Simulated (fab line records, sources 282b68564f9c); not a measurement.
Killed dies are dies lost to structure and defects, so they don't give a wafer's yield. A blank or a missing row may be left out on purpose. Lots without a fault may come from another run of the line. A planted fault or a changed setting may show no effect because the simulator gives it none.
Which tool did it? | flow rit_cmos | 14 lots, 42 wafers sampled, at 2 steps of a route of 202

WHAT THE GAUGES READ, wafer by wafer
RIT_CONTACT_CD_MEAS_08: target cd 1000 nm. Usual: cd_nm 999.8 nm, standard deviation 2.2.
lot  | measured    | on        | cd_nm (nm)           | flag
L700 | day 3 06:53 | cd_sem-02 | 1001.5 999.8 1001.7  |
L701 | day 3 13:10 | cd_sem-02 | 1001.4 1001.6 1001.5 |
L702 | day 3 19:07 | cd_sem-02 | 1002.2 998.8 998.4   |
L703 | day 3 19:41 | cd_sem-02 | 1000.7 1000.0 1001.3 |
L704 | day 4 08:47 | cd_sem-02 | 996.3 994.7 998.1    |
L705 | day 4 09:16 | cd_sem-02 | 1001.5 1001.8 998.4  |
L706 | day 4 11:12 | cd_sem-02 | 998.2 1001.0 999.3   |
L707 | day 4 15:08 | cd_sem-02 | 999.3 998.8 999.3    |
L708 | day 4 21:44 | cd_sem-02 | 999.5 998.1 999.6    |
L710 | day 5 06:58 | cd_sem-02 | 997.4 1001.5 998.3   |
L713 | day 5 21:01 | cd_sem-02 | 1003.1 1001.3 1002.3 |
L715 | day 6 09:45 | cd_sem-02 | 985.3 985.3 984.8    | OFF
L716 | day 6 13:28 | cd_sem-01 | 989.2 989.0 989.3    | OFF
L722 | day 7 19:52 | cd_sem-01 | 999.6 997.6 998.4    |

WHICH TOOL RAN EACH LOT (tool, then ch and the chambers of the sampled wafers, then the start)
lot  | RIT_CONTACT_DEVELOP_07
L700 | litho_track-03 ch 0, day 3 06:00
L701 | litho_track-03 ch 0, day 3 12:00
L702 | litho_track-03 ch 0, day 3 18:00
L703 | litho_track-01 ch 0, day 3 19:00
L704 | litho_track-01 ch 0, day 4 08:00
L705 | litho_track-01 ch 0, day 4 09:00
L706 | litho_track-03 ch 0, day 4 10:00
L707 | litho_track-04 ch 0, day 4 14:00
L708 | litho_track-01 ch 0, day 4 21:00
L710 | litho_track-04 ch 0, day 5 06:00
L713 | litho_track-03 ch 0, day 5 20:00
L715 | litho_track-01 ch 0, day 6 09:00
L716 | litho_track-01 ch 0, day 6 13:00
L722 | litho_track-04 ch 0, day 7 19:00
- RIT_CONTACT_DEVELOP_07: develop time 120 s.

WHAT THE TOOLS THEMSELVES READ (means of the sampled wafers that have a number; where no wafer has one, the mark that the record gives instead)
RIT_CONTACT_DEVELOP_07. Usual: chill_plate_temp_C 23.00 C, standard deviation 0.098; developer_temp_C 23.00 C, standard deviation 0.1.
lot  | tool           | chill_plate_temp_C (C) | developer_temp_C (C) | flag
L700 | litho_track-03 | 22.99                  | 22.95                |
L701 | litho_track-03 | 23.00                  | 22.99                |
L702 | litho_track-03 | 23.05                  | 23.00                |
L703 | litho_track-01 | 22.91                  | 23.05                |
L704 | litho_track-01 | 22.87                  | 22.93                |
L705 | litho_track-01 | 23.16                  | 23.15                |
L706 | litho_track-03 | 22.94                  | 23.06                |
L707 | litho_track-04 | 23.10                  | 23.12                |
L708 | litho_track-01 | 22.93                  | 22.91                |
L710 | litho_track-04 | 23.07                  | 22.98                |
L713 | litho_track-03 | 22.96                  | 22.92                |
L715 | litho_track-01 | 22.95                  | 25.19                | OFF
L716 | litho_track-01 | 23.11                  | 25.19                | OFF
L722 | litho_track-04 | 23.01                  | 23.01                |

THE ANSWER, worked out from the rows above alone
Rule: a lot is off if the mean of its wafers that have a number lies more than 3 standard deviations from the usual mean. A lot without any number at a reading at which 4 lots or more have one is off too. The other lots that the step has rows for count as sound. The gauges are gone through in route order, then the tools' own readings, and for those a lot's mean is taken as printed above. The first step at which some lot is off is used, and at that step the reading that is off furthest; a lot without a number counts as furthest.
Off: L715, L716, at RIT_CONTACT_CD_MEAS_08 (cd_nm).
A tool fits if, at a process step before that reading, it ran every lot that is off, and no sound lot after the first of them. The gauges at RIT_CONTACT_CD_MEAS_08 aren't tried: what is off there is off at RIT_CONTACT_DEVELOP_07 too, on other tools, and a gauge's error can't cause that. One fits: litho_track-01 at RIT_CONTACT_DEVELOP_07. Its last sound lot is L708 (day 4 21:00), its first lot that is off L715 (day 6 09:00): a fault that began between those two fits.
The tool's own readings at RIT_CONTACT_DEVELOP_07 bear it out: on the lots that are off they differ by more than 5 times the standard deviation of the sound lots' means. developer_temp_C reads 25.19 C there against 23.01 C on the sound lots.

WHAT THE SIMULATOR HAD PUT IN
Process parameter drift: litho_track-01, from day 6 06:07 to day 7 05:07, at RIT_CONTACT_DEVELOP_07. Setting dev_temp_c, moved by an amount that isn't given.
Lots struck among those shown: L715, L716. The rule above found the same.
